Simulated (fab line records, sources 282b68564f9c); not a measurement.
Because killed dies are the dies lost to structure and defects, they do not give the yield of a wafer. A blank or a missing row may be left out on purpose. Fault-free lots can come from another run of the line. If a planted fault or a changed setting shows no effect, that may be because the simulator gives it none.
Matching of chambers -- flow rit-cmos -- 4 sister chambers for RIT_CONTACT_ETCH_11 on rie-diel-03
The step etches SiO2 in CHF3/CF4/Ar, stops on TiSi2, target depth 480 nm, time 320 s. 16 wafers are shown with their chamber, then 8 later ones without.

WAFERS, EACH WITH ITS CHAMBER
wafer,chamber,drypump-motor-current-A (A),throttle-valve-pct (%),oes-product-au (a.u.)
L605.2,1,5.3,9.14,1.004
L605.4,2,6.6,9.04,0.974
L605.6,3,5.5,8.90,0.994
L609.4,0,5.2,8.93,0.963
L609.5,3,5.5,8.88,0.987
L609.6,2,6.6,9.04,0.982
L612.1,3,5.5,8.91,0.996
L612.4,1,5.3,9.13,1.011
L612.5,3,5.5,8.87,0.994
L614.2,0,5.2,8.91,0.979
L614.3,1,5.3,9.13,1.002
L614.4,1,5.3,9.12,1.002
L616.1,3,5.5,8.91,0.998
L616.2,1,5.3,9.13,1.004
L616.5,0,5.1,8.92,0.966
L620.2,1,5.3,9.14,1.004

SIGNATURES (averages over the wafers above)
reading,chamber 0,chamber 1,chamber 2,chamber 3,scatter within a chamber
drypump-motor-current-A,5.167,5.300,6.600,5.500,0.0236
throttle-valve-pct,8.9200,9.1317,9.0400,8.8940,0.0123
oes-product-au,0.96933,1.00450,0.97800,0.99380,0.00501
Rule: distance of a wafer from a chamber = root of the sum over the readings of ((wafer's reading minus chamber's mean) / reading's scatter) squared. The wafer belongs to the nearest chamber; if the next one is less than 2 further off, it can't be placed. The scatter: take each reading less its chamber's mean, square it, sum over the shown wafers, divide by the number of wafers less the number of chambers, and take the root.

WAFERS WITH NO CHAMBER GIVEN
wafer,drypump-motor-current-A (A),throttle-valve-pct (%),oes-product-au (a.u.)
L620.4,6.6,9.04,0.982
L620.6,5.3,9.12,1.012
L624.3,5.3,9.12,1.015
L624.4,5.2,8.89,0.994
L624.6,5.4,8.90,0.995
L626.1,5.2,8.90,0.987
L626.2,5.5,8.89,0.993
L626.6,5.2,8.90,0.992

EACH ONE'S CHAMBER
wafer,from the rows above,in truth
L620.4,2,2
L620.6,1,1
L624.3,1,1
L624.4,0,0
L624.6,3,3
L626.1,0,0
L626.2,3,3
L626.6,0,0
Correctly placed: 8 of 8. Number that these rows cannot place: 0. Number placed wrongly: 0.
